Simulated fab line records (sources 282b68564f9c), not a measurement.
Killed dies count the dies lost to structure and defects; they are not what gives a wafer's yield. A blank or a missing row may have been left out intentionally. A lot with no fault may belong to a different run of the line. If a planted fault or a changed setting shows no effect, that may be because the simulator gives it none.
Code-filled problem report in 8D (eight disciplines) form || flow rit cmos || the parts of the form that need people (team, actions taken, sign-off) are left out

== 1. WHAT IS WRONG ==
Across 6 wafers from 2 lots, FOX2_OXIDE_THK at RIT_FOX2_THK_MEAS_01 averages 477 nm, while fault-free wafers read 353 nm with a standard deviation of 5.2. That puts it +24 standard deviations away from the usual mean.
Seen first at day 4 13:38 on film metro-02, wafer L887.2. Wafers with a number at this step in the record: 42, from 14 lots. The rule behind "out" and "out of limits": a value lying over 4 standard deviations away from the usual mean. All remaining wafers that have a number are taken as sound.

== 2. WHAT IT IS, WHAT IT ISN'T ==
{"question": "which readings at this step", "is": "FOX2_OXIDE_THK", "is not": "-"}
{"question": "which lots", "is": "L887, L893", "is not": "L875, L876, L877, L878, L879, L880, L881, L884, L891, L895, L896, L897"}
{"question": "which wafers of those lots", "is": "all that have a number", "is not": "-"}
{"question": "read on which gauges", "is": "film metro-02, film metro-03", "is not": "film metro-04"}
{"question": "when", "is": "from day 4 13:38", "is not": "up to then (24 sound wafers); but 12 sound wafers of L891, L895, L896, L897 came after"}

== 3. SUSPECTS, AND WHAT RULES EACH OUT ==
Counting: a tool at a process step up to the reading stays a suspect if it ran every lot that is out and no sound lot after the first of them.
- the gauge at RIT_FOX2_THK_MEAS_01 is ruled out. 2 gauges (film metro-02, film metro-03) read the wafers that are out.
- furnace-04 at RIT_FOX2_OXIDATION_00 (target thk 350.7 nm, ox time 1130 s): kept. All lots that are out passed through it, beginning with L887 at day 4 12:19, and no sound lot followed; its final sound lot before that point was L884 at day 3 20:37. Out on those wafers are its own readings of spike tc centre C, spike tc load C, spike tc source C, tube center temp C, tube_center_temp_C_max, zone power load pct.
The count leaves furnace-04 at RIT_FOX2_OXIDATION_00.

== 4. THE CAUSE (what the simulator had put in) ==
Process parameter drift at RIT_FOX2_OXIDATION_00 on furnace-04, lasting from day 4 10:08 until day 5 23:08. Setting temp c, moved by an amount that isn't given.
This tool alone remained once counting was done.

== 5. THE CHAIN OF EFFECTS, in route order ==
Each row: a reading whose mean over the struck wafers that have a number lies more than 3 standard deviations from the usual. Scope: only readings with a usual standard deviation given in the record; hours: median across lots of the time from each lot's start at the first step in this table that gives one to its start at this step; sigmas: change in usual standard deviations.
{"hours": 0, "step": "RIT_FOX2_OXIDATION_00", "reading": "spike tc centre C", "usual": "1101.8 C", "on struck wafers": 1188.7, "change": "+86.9", "sigmas": "+89"}
{"hours": 0, "step": "RIT_FOX2_OXIDATION_00", "reading": "spike tc load C", "usual": "1126 C", "on struck wafers": 1215, "change": "+89", "sigmas": "+29"}
{"hours": 0, "step": "RIT_FOX2_OXIDATION_00", "reading": "spike tc source C", "usual": "1125 C", "on struck wafers": 1211, "change": "+86", "sigmas": "+25"}
{"hours": 0, "step": "RIT_FOX2_OXIDATION_00", "reading": "tube center temp C", "usual": "1100 C", "on struck wafers": 1186, "change": "+86", "sigmas": "+99 or more"}
{"hours": 0, "step": "RIT_FOX2_OXIDATION_00", "reading": "tube_center_temp_C_max", "usual": 1102.9, "on struck wafers": 1189.6, "change": "+86.7", "sigmas": "+99 or more"}
{"hours": 0, "step": "RIT_FOX2_OXIDATION_00", "reading": "zone power load pct", "usual": "45.4 %", "on struck wafers": 55.6, "change": "+10.2", "sigmas": "+5.7"}
{"hours": 1, "step": "RIT_FOX2_THK_MEAS_01", "reading": "FOX2_OXIDE_THK", "usual": "353 nm", "on struck wafers": 477, "change": "+124", "sigmas": "+24"}
{"hours": 2, "step": "RIT_FOX2_THK_MEAS_90", "reading": "FIELD_OXIDE_LEFT_1_THK", "usual": "326 nm", "on struck wafers": 449, "change": "+123", "sigmas": "+23"}
{"hours": 16, "step": "RIT_FOX2_THK_MEAS_91", "reading": "FIELD_OXIDE_LEFT_2_THK", "usual": "258 nm", "on struck wafers": 381, "change": "+123", "sigmas": "+22"}
Process steps it contains:
- RIT_FOX2_OXIDATION_00: target thk 350.7 nm, ox time 1130 s.
Later steps that measure or inspect, where all struck wafers having a row at the step show a number for every such reading and not one has moved that far: RIT_PWELL_OVL_MEAS_06.

== 6. WHAT WOULD HAVE CAUGHT IT SOONER ==
4 hours passed between the start of the fault at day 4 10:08 and the first reading out of limits at a measuring or inspecting step in this record, taken at day 4 13:38.
The tool's own readings at RIT_FOX2_OXIDATION_00 were out on every struck wafer that the step has a row for (spike tc centre C, spike tc load C, spike tc source C, tube center temp C, tube_center_temp_C_max, zone power load pct): an alarm limit on them would have fired on the first of those.
Lots out: 2; of these, L893 started RIT_FOX2_OXIDATION_00 on furnace-04 after day 4 13:38. Holding the tool at that time would have saved it.
